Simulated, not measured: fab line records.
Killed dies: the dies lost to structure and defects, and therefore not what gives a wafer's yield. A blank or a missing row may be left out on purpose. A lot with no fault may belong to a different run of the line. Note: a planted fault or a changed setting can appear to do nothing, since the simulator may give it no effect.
Problem report in the 8D (eight disciplines) form, filled by code / flow berkeley_cmos170 / the parts of the form that need people (team, actions taken, sign-off) are left out

## 1. THE ISSUE
oes_product_au at UCB170_CONTACT_ETCH_18 reads a mean of 0.782 a.u. on 6 wafers of 2 lots; wafers without a fault read 0.903 a.u. with a standard deviation of 0.013. Relative to the usual mean, that is a shift of -9.3 standard deviations.
The step: etches PSG in CHF3/CF4/Ar, stops on TiSi2, target depth 840 nm, time 195 s.
Earliest sighting: wafer L746.3 on rie_diel-02 at day 9 16:00. Wafers with a number at this step in the record: 42, from 14 lots. Rule for "out", or "out of limits": more than 4 standard deviations from the usual mean. Any other wafer with a number is counted as sound.

## 2. WHAT IT IS AND WHAT IT IS NOT
question=which readings at this step | is=oes_product_au | is not=drypump_motor_current_A, throttle_valve_pct
question=which lots | is=L746, L747 | is not=L736, L737, L738, L739, L741, L744, L749, L752, L755, L757, L758, L759
question=which wafers of those lots | is=all that have a number | is not=-
question=read on which tools | is=rie_diel-02 | is not=rie_diel-03, rie_diel-04
question=when | is=from day 9 16:00 | is not=up to then (18 sound wafers); but 18 sound wafers of L749, L752, L755, L757, L758, L759 came after

## 3. THE SUSPECTS, EACH WITH WHAT RULES IT OUT
Counting: any tool at a process step up to the reading is kept as a suspect provided that every lot that is out went through it and no sound lot did after the first of them.
- rtp_anneal-01 at UCB170_CONTACT_RTA_08 (time 10 s): ruled out as a lasting fault. After its first lot that is out, L746 (day 9 15:16), sound lots L752 ran on it.
- rie_diel-02 at UCB170_CONTACT_ETCH_18 (etches PSG in CHF3/CF4/Ar, stops on TiSi2, target depth 840 nm, time 195 s): kept. It processed each lot that is out, first L746 at day 9 16:00, and no sound lot thereafter; up to then, the last sound lot it processed was L738 at day 7 16:00. Its own oes_product_au readings are out on those wafers.
After counting, what remains is rie_diel-02 at UCB170_CONTACT_ETCH_18.

## 4. THE CAUSE (what the simulator had put in)
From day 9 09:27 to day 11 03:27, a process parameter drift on rie_diel-02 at UCB170_CONTACT_ETCH_18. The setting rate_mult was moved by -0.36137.
The count eliminated every tool but this one.

## 5. THE CHAIN OF EFFECTS, in route order
Each row: a reading whose mean over the struck wafers that have a number lies more than 3 standard deviations from the usual. Readings are gone through only where the record gives a usual standard deviation; hours: the median, over the lots, of the time from a lot's start at the first step in this table giving one to that lot's start at this step; sigmas: the change measured in usual standard deviations.
hours=0; step=UCB170_CONTACT_ETCH_18; reading=oes_product_au; usual=0.903 a.u.; on struck wafers=0.782; change=-0.121; sigmas=-9.3
Process steps it contains:
- UCB170_CONTACT_ETCH_18: etches PSG in CHF3/CF4/Ar, stops on TiSi2, target depth 840 nm, time 195 s.

## 6. WHAT WOULD HAVE CAUGHT IT SOONER
7 hours passed between the start of the fault at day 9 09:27 and the first reading out of limits in this record, taken at day 9 16:00.
